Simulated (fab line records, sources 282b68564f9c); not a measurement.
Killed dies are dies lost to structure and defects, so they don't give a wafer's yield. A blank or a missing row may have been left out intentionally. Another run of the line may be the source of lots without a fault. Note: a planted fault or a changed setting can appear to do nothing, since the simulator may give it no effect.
fab line records	flow ritCmos
[record] lots = 6	wafers = 18	lastDay = 7
route steps=202 shown M1@184
lots with no fault: from the same line, run without faults
startH: hours from the record's first day to the start of the lot's first wafer shown	waitH: hours elapsed since this lot's preceding step	" the same as in the row above	L1.1+2: a row that stands for several wafers	- no value, or no start was given	* or withheld: withheld	< > ~ a bound
route shown NAME@n: names a module that has steps shown in the file, with the first one's number in the route	usual: mean and standard deviation over wafers with no fault	same: alike in all rows	chamber/n: place in a boat	sites: per-site readings	_std_site: standard deviation across them	_edge_site: mean of outer sites minus mean of inner sites	radiusMm: how far each site lies from the wafer's centre	mask NAME#n: copy n	behind: the last tool/chamber to shape the wafer	hold: the reason the lot was held/the length of the hold in hours/how it ended	device: whichever transistor did not switch (one of n, p or np)	end of line: the tests these same wafers got at the end of their route	a step with no rows: only its recipe	killed: not the wafer's yield, but the dies lost to structure and defects at the first sort	map: per-die view of a wafer (x killed, . not killed, _ where there is no die)
set.NAME: the setting as run; set.NAME@STEP: as run at that earlier step	model.NAME: the simulator's own value behind a step, which no gauge read
lots at some steps of the route; a table a step, a row a wafer
services: when a tool's chamber went out of use (startH, in hours from the record's first day, below 0 if earlier), for how many hours, and the reason
[[steps]]
[step RIT_M1_SPUTTER_00]
[recipe] material = Al	targetThkNm = 400	powerW = 2000	chamberPressurePa = 0.4	gas = Ar	timeS = 500	substrateTempC = 25
[usual] throttleValvePct = 29.8/1
lot.wafer	tool	chamber	startH	waitH	throttleValvePct
L499.1	pvdSputter-03	-	79.22	0.0	30.2
L499.2	"	-	"	"	29.3
L499.5	"	-	"	"	29.8
L500.1	pvdSputter-04	-	91.17	0.0	30.3
L500.2	"	-	"	"	29.2
L500.5	"	-	"	"	32.2
L508.1	pvdSputter-03	-	123.42	0.0	29.5
L508.2	"	-	"	"	29.2
L508.4	"	-	"	"	29.9
L510.3	pvdSputter-03	-	133.02	0.0	29.5
L510.4	"	-	"	"	29.9
L510.6	"	-	"	"	30.2
L511.2	pvdSputter-01	-	140.93	0.0	28.5
L511.3	"	-	"	"	29.5
L511.5	"	-	"	"	31.4
L515.1	pvdSputter-01	-	158.78	0.0	28.3
L515.2	"	-	"	"	31.2
L515.3	"	-	"	"	28.5
[step RIT_M1_RS_MEAS_01]
[recipe] thkMeasGauge = four-point-probe	reads = Al_of_M1_SPUTTER_00
[usual] M1_AL_RS = 0.0733/0.00074
lot.wafer	tool	chamber	startH	waitH	M1_AL_RS[ohm/sq]
L499.1	filmMetro-04	-	79.51	0.1	0.0726
L499.2	"	-	"	"	0.0733
L499.5	"	-	"	"	0.0728
L500.1	filmMetro-04	-	91.46	0.1	0.0733
L500.2	"	-	"	"	0.0729
L500.5	"	-	"	"	0.0724
L508.1	filmMetro-04	-	123.75	0.2	0.0719
L508.2	"	-	"	"	0.0722
L508.4	"	-	"	"	0.0717
L510.3	filmMetro-04	-	133.36	0.2	0.0727
L510.4	"	-	"	"	0.0726
L510.6	"	-	"	"	0.0722
L511.2	filmMetro-03	-	141.25	0.2	0.0736
L511.3	"	-	"	"	0.0731
L511.5	"	-	"	"	0.0732
L515.1	filmMetro-02	-	159.08	0.1	0.0747
L515.2	"	-	"	"	0.0740
L515.3	"	-	"	"	0.0733
[step RIT_M1_THK_MEAS_02]
[recipe] thkMeasGauge = xrf	reads = Al_of_M1_SPUTTER_00
[usual] M1_AL_THK = 405/4.4
lot.wafer	tool	chamber	startH	waitH	M1_AL_THK[nm]
L499.1	filmMetro-04	-	79.63	0.1	408
L499.2	"	-	"	"	400
L499.5	"	-	"	"	404
L500.1	filmMetro-04	-	91.58	0.1	400
L500.2	"	-	"	"	403
L500.5	"	-	"	"	406
L508.1	filmMetro-04	-	123.87	0.1	413
L508.2	"	-	"	"	412
L508.4	"	-	"	"	415
L510.3	filmMetro-04	-	133.46	0.1	407
L510.4	"	-	"	"	411
L510.6	"	-	"	"	411
L511.2	filmMetro-03	-	141.36	0.1	401
L511.3	"	-	"	"	403
L511.5	"	-	"	"	405
L515.1	filmMetro-02	-	159.20	0.1	400
L515.2	"	-	"	"	403
L515.3	"	-	"	"	408
[step RIT_M1_HMDS_03]
[recipe] primeTimeS = 60	primeTempC = 140
[step RIT_M1_COAT_04]
[recipe] resist = NOVOLAK	spinRpm = 2000	resistThkNm = 1300
[step RIT_M1_SOFTBAKE_05]
[recipe] resist = NOVOLAK	tempC = 90	timeS = 60
[step RIT_M1_EXPOSE_06]
[recipe] maskId = M12	na = 0.6	sourceShape = conventional	sigmaOuter = 0.5	targetCdNm = 2600	doseMj = 250
[step RIT_M1_PEB_07]
[recipe] resist = NOVOLAK	tempC = withheld	timeS = withheld
[step RIT_M1_DEVELOP_08]
[recipe] resist = NOVOLAK	developTimeS = 68	devTempC = 23
[step RIT_M1_CD_MEAS_09]
[recipe] targetCdNm = 2600
[usual] cdNm = 2600.0/2.2
lot.wafer	tool	chamber	startH	waitH	cdNm
L499.1	cdSem-02	-	80.70	-	2601.7
L499.2	"	-	"	"	2603.2
L499.5	"	-	"	"	2604.1
L500.1	cdSem-02	-	92.73	-	2599.9
L500.2	"	-	"	"	2602.1
L500.5	"	-	"	"	2603.1
L508.1	cdSem-02	-	124.81	-	2595.5
L508.2	"	-	"	"	2596.9
L508.4	"	-	"	"	2594.4
L510.3	cdSem-02	-	134.42	-	2602.5
L510.4	"	-	"	"	2602.4
L510.6	"	-	"	"	2601.8
L511.2	cdSem-02	-	142.56	-	2597.5
L511.3	"	-	"	"	2596.4
L511.5	"	-	"	"	2595.3
L515.1	cdSem-01	-	160.14	-	2602.7
L515.2	"	-	"	"	2603.3
L515.3	"	-	"	"	2600.8
[step RIT_M1_OVL_MEAS_10]
[usual] M1_OVL = 0.9/1.5
lot.wafer	tool	chamber	startH	waitH	M1_OVL[nm]
L499.1	overlay-01	-	80.82	0.1	1.2
L499.2	"	-	"	"	0.3
L499.5	"	-	"	"	-0.6
L500.1	overlay-02	-	92.85	0.1	1.4
L500.2	"	-	"	"	-0.2
L500.5	"	-	"	"	3.7
L508.1	overlay-01	-	124.93	0.1	-1.2
L508.2	"	-	"	"	-0.6
L508.4	"	-	"	"	-0.8
L510.3	overlay-02	-	134.51	0.1	0.8
L510.4	"	-	"	"	0.9
L510.6	"	-	"	"	0.4
L511.2	overlay-01	-	142.67	0.1	3.0
L511.3	"	-	"	"	2.7
L511.5	"	-	"	"	1.0
L515.1	overlay-02	-	160.26	0.1	-1.1
L515.2	"	-	"	"	-0.5
L515.3	"	-	"	"	-1.1
[step RIT_M1_HARDBAKE_11]
[recipe] resist = NOVOLAK	tempC = 140	timeS = 120
[step RIT_M1_METAL_ETCH_12]
[recipe] stopOn = SiO2	chemistry = Cl2/BCl3	target = Al	timeS = 165	overEtchFrac = 0.5	pressureMtorr = 100	targetDepthA = 6000	rfW = 250	Cl2_flow_sccm = 60	bcl3FlowSccm = 50
[usual] chamberPressureMTorr = 100.01/0.093	drypumpMotorCurrentA = 5.6/0.56	oesProductAu = 0.787/0.0094	throttleValvePct = 8.33/0.14
lot.wafer	tool	chamber	startH	waitH	chamberPressureMTorr	drypumpMotorCurrentA	oesProductAu	rfHoursCounterH	throttleValvePct	model.NOVOLAK_of_M1_COAT_04.thkNm
L499.1	rieMetal-02	1	81.11	0.2	99.96	5.0	0.794	5	8.18	820.7
L499.2	"	0	"	"	100.04	4.9	0.789	4	8.28	812.9
L499.5	"	1	"	"	99.89	5.0	0.787	-	8.19	825.3
L500.1	rieMetal-01	1	93.26	0.2	100.03	5.5	0.769	36	8.38	807.4
L500.2	"	0	"	"	99.77	6.4	0.779	39	8.46	811
L500.5	"	1	"	"	99.99	5.5	0.776	-	8.38	808.9
L508.1	rieMetal-02	1	125.22	0.2	150.12	5.0	0.800	5	8.19	803.7
L508.2	"	0	"	"	99.99	4.8	0.796	4	8.28	818.5
L508.4	"	1	"	"	149.93	5.0	0.801	-	8.20	799.5
L510.3	rieMetal-04	1	134.84	0.2	99.87	6.0	0.802	-	8.55	804.8
L510.4	"	0	"	"	99.96	6.1	0.796	-	8.15	805.4
L510.6	"	1	"	"	99.99	6.0	0.804	-	8.54	808.7
L511.2	rieMetal-02	0	142.97	0.2	100.16	4.9	0.788	5	8.27	812.3
L511.3	"	1	"	"	150.10	5.0	0.789	-	8.18	797
L511.5	"	1	"	"	149.97	5.0	0.786	-	8.19	794.6
L515.1	rieMetal-01	0	160.54	0.2	100.14	6.4	0.782	0	8.47	813.1
L515.2	"	1	"	"	99.96	5.5	0.784	0	8.38	823.6
L515.3	"	1	"	"	100.06	5.5	0.790	-	8.39	821
[step RIT_M1_STRIP_13]
[recipe] chemistry = nmp	resist = NOVOLAK	tempC = 80	timeS = 600	dry = n2Spin
[step RIT_M1_PROBE_99]
[usual] defectLimitedYield = 97.5/1.2	killedAtFrontEnd = 6/3	killedDies = 7/3.1	killedOpen = 3.2/1.9	killedShort = 3.3/1.9	sort_bin_3_pad_short = 0.1/0.18	sort_bin_5_function = 1.5/0.88	sort_bin_6_memory = 0.9/0.62	sortNPass = 257/3.1	sortYieldPct = 97.5/1.2
[same] grossDies = 264	killed_at_M0_to_M3 = 0	killed_at_M4_up = 0	killedAtBackSide = 0	killedAtContacts = 0	killedAtOther = 0
lot.wafer	tool	chamber	startH	waitH	defectLimitedYield[%]	killedAtFrontEnd	killedDies	killedOpen	killedShort	sort_bin_3_pad_short[%]	sort_bin_5_function[%]	sort_bin_6_memory[%]	sortNPass	sortYieldPct[%]
L499.1	prober-02	-	84.73	0.1	95.8	11	11	5	6	0	1.5	2.7	253	95.8
L499.2	prober-02	-	84.78	0.1	97.7	6	6	4	2	0	1.9	0.4	258	97.7
L499.5	prober-02	-	84.93	0.2	99.2	2	2	1	1	0	0.8	0	262	99.2
L500.1	prober-01	-	95.53	0.1	96.6	9	9	4	5	0	1.5	1.9	255	96.6
L500.2	prober-01	-	95.58	0.1	97.7	6	6	4	2	0	1.1	1.1	258	97.7
L500.5	prober-01	-	95.73	0.2	97.7	6	6	2	4	0.4	1.1	0.8	258	97.7
L508.1	prober-02	-	127.47	0.1	99.2	2	2	2	0	0	0.8	0	262	99.2
L508.2	prober-02	-	127.52	0.1	97.3	7	7	2	5	0.4	1.9	0.4	257	97.3
L508.4	prober-02	-	127.62	0.2	98.1	5	5	4	1	0	0.8	1.1	259	98.1
L510.3	prober-02	-	137.31	0.2	98.5	4	4	4	0	0	1.1	0.4	260	98.5
L510.4	prober-02	-	137.36	0.2	95.5	12	12	6	6	0	2.3	2.3	252	95.5
L510.6	prober-02	-	137.46	0.2	98.1	5	5	0	5	0	0.8	1.1	259	98.1
L511.2	prober-01	-	145.27	0.1	98.5	4	4	2	2	0.4	0.4	0.8	260	98.5
L511.3	prober-01	-	145.32	0.2	97.0	8	8	5	3	0	1.5	1.5	256	97.0
L511.5	prober-01	-	145.42	0.2	97.7	6	6	2	4	0	1.1	1.1	258	97.7
L515.1	prober-01	-	162.83	0.1	97.3	7	7	3	4	0	1.1	1.5	257	97.3
L515.2	prober-01	-	162.88	0.1	98.1	5	5	4	1	0	1.1	0.8	259	98.1
L515.3	prober-01	-	162.93	0.2	97.7	6	6	3	3	0	1.9	0.4	258	97.7
// killed by level:class
L499.1 SPACER:geometricParticle:open=3 SPACER:geometricParticle:short=3 REOX:geometricParticle:short=2 GATE:geometricParticle:open=1 GATE:geometricParticle:short=1 SILICIDE:geometricParticle:open=1
L499.2 REOX:geometricParticle:open=3 GATE:geometricParticle:short=1 GATE:geometricParticle:open=1 REOX:geometricParticle:short=1
L499.5 GATE:geometricParticle:open=1 SPACER:geometricParticle:short=1
L500.1 FOX1:geometricParticle:short=3 GATE:geometricParticle:open=3 GATE:geometricParticle:short=1 REOX:geometricParticle:short=1 SPACER:geometricParticle:open=1
L500.2 GATE:geometricParticle:open=3 GATE:geometricParticle:short=1 REOX:geometricParticle:short=1 SILICIDE:geometricParticle:open=1
L500.5 FOX1:geometricParticle:short=3 FOX1:geometricParticle:open=1 GATE:geometricParticle:short=1 GATE:geometricParticle:open=1
L508.1 REOX:geometricParticle:open=1 SPACER:geometricParticle:open=1
L508.2 SPACER:geometricParticle:short=3 GATE:geometricParticle:short=2 GATE:geometricParticle:open=1 SILICIDE:geometricParticle:open=1
L508.4 GATE:geometricParticle:open=2 REOX:geometricParticle:open=1 SPACER:geometricParticle:short=1 SILICIDE:geometricParticle:open=1
L510.3 GATE:geometricParticle:open=4
L510.4 FOX1:geometricParticle:short=3 SPACER:geometricParticle:short=3 FOX1:geometricParticle:open=2 SPACER:geometricParticle:open=2 GATE:geometricParticle:open=1 REOX:geometricParticle:open=1
L510.6 GATE:geometricParticle:short=3 FOX1:geometricParticle:short=1 SPACER:geometricParticle:short=1
L511.2 FOX2:geometricParticle:open=1 REOX:geometricParticle:short=1 SPACER:geometricParticle:open=1 SILICIDE:geometricParticle:short=1
L511.3 GATE:geometricParticle:open=3 ACTIVE:geometricParticle:short=1 FOX2:geometricParticle:short=1 GATE:geometricParticle:short=1 REOX:geometricParticle:open=1 SPACER:geometricParticle:open=1
L511.5 FOX1:geometricParticle:short=2 FOX1:geometricParticle:open=1 GATE:geometricParticle:short=1 REOX:geometricParticle:short=1 SPACER:geometricParticle:open=1
L515.1 SILICIDE:geometricParticle:open=2 ACTIVE:geometricParticle:short=1 GATE:geometricParticle:short=1 REOX:geometricParticle:short=1 SPACER:geometricParticle:open=1 SILICIDE:geometricParticle:short=1
L515.2 GATE:geometricParticle:open=3 GATE:geometricParticle:short=1 REOX:geometricParticle:open=1
L515.3 SPACER:geometricParticle:short=2 FOX2:geometricParticle:open=1 FOX2:geometricParticle:short=1 GATE:geometricParticle:open=1 SPACER:geometricParticle:open=1
[[services]]
tool	chamber	startH	hours	kind
rieMetal-01	1	77.42	7.4	repair
pvdSputter-01	-	104.00	3.0	repair
pvdSputter-04	-	114.42	0.7	repair
pvdSputter-01	-	114.94	0.8	repair
pvdSputter-03	-	118.30	0.5	repair
rieMetal-01	-	136.12	20.0	pm
rieMetal-01	0	136.12	20.0	ventCycle
rieMetal-01	1	136.12	20.0	ventCycle
pvdSputter-01	-	136.50	3.9	repair
rieMetal-01	0	156.12	-	clean
rieMetal-01	1	156.12	-	clean
[[key]]
[firstSign] step = RIT_M1_METAL_ETCH_12	reading = chamberPressureMTorr	direction = up	sigmas = 99+	usual = 100.01	struck = 150.03
effect none on later readings
[modelEffect] step = RIT_M1_METAL_ETCH_12	value = NOVOLAK_of_M1_COAT_04.thkNm	without = 819.1	struck = 798.7
metAt RIT_M1_METAL_ETCH_12
struckWafers L508.1,L508.4,L511.3,L511.5
onsetBetween 81.11 125.22
[fault] kind = processParameterDrift	tool = rieMetal-02	chamber = 1	onsetH = 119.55	steps = RIT_M1_METAL_ETCH_12	channel = pressureMtorr	offset = 50	shape = step	endH = 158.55	stated = 100
